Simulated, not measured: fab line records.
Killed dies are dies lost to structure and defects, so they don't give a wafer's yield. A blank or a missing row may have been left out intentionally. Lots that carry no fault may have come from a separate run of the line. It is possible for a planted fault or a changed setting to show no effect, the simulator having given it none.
2 desks, one fault | flow berkeleyCmos170 | numbers are kept per desk, each desk with only its own; the story behind them comes last

== AT THE METROLOGY DESK ==
What the gauges read, lot by lot, whatever tool the lot ran on: means of the sampled wafers that have a number. Marked OUT: a lot whose mean sits more than 4 standard deviations from the usual mean, which makes it out of limits; the brackets give that distance.
Columns: A = V1_TEOS_THK at UCB170_V1_THK_MEAS_01, usual 2005 nm; B = V1_BOW at UCB170_V1_BOW_MEAS_03, usual 18 um; C = cdNm at UCB170_V1_CD_MEAS_90, usual 699.9 nm
lot  | first seen here | A    | B  | C
L225 | day 8 18:13     | 2026 | 11 | 699.4
L224 | day 8 20:06     | 1979 | 20 | 699.4
L227 | day 8 22:46     | 2017 | 22 | 700.6
L228 | day 9 00:06     | 2020 | 22 | 697.5
L226 | day 9 02:36     | 2016 | 17 | 699.5
L230 | day 9 11:37     | 1990 | 22 | 699.2
L229 | day 9 12:58     | 2013 | 15 | 702.5
L231 | day 9 14:17     | 1981 | 17 | 699.3
L232 | day 10 09:05    | 1998 | 18 | 699.5
L238 | day 10 17:41    | 2004 | 21 | 698.7
L237 | day 11 01:01    | 1986 | 19 | 699.7
L244 | day 11 16:08    | 1994 | 13 | 702.5
L241 | day 12 02:13    | 2027 | 20 | 700.5
L240 | day 12 03:33    | 1957 | 19 | 699.5
This desk found nothing out of limits on any of the 14 lots.

== TOOL OWNER'S DESK, rtpAnneal-02 ==
The tool's own readings at UCB170_CONTACT_RTA_08 (time 10 s): means of the sampled wafers that have a number, for each lot that ran on this tool. Marked OUT: a lot whose mean sits more than 4 standard deviations from the usual mean, which makes it out of limits; the brackets give that distance.
Columns: A = lampPowerPct at UCB170_CONTACT_RTA_08, usual 20.84 %; B = wafer_temp_C_max at UCB170_CONTACT_RTA_08, usual 903.5
lot  | first seen here | A               | B
L228 | day 8 16:41     | 20.83           | 903.2
L229 | day 9 03:55     | 20.80           | 903.9
L231 | day 9 07:25     | 20.82           | 903.6
L238 | day 10 12:11    | 20.82           | 903.6
L237 | day 10 19:00    | 20.80           | 902.9
L241 | day 11 21:15    | 24.23 (+89) OUT | 958.6 (+73) OUT
L240 | day 11 21:42    | 24.22 (+89) OUT | 957.9 (+73) OUT
Finding of this desk: L240, L241 out of limits; the first was L241 at day 11 21:15, on lampPowerPct at UCB170_CONTACT_RTA_08. L228, L229, L231, L238, L237: within limits.

== PUT TOGETHER ==
The tool owner's desk could have raised an alarm at day 11 21:15, on L240, L241.
Nothing out of limits was seen by the metrology desk.
The metrology desk holds a record of L240, L241, inside its limits.
On rtpAnneal-02, each named lot ran UCB170_CONTACT_RTA_08.

== WHAT WAS PUT IN BY THE SIMULATOR ==
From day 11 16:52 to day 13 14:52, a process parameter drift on rtpAnneal-02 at UCB170_CONTACT_RTA_08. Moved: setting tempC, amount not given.
Lots struck among those shown: L240, L241.
How many hours passed from the start of the fault until each desk's first out-of-limits reading: the tool owner's desk, 4.
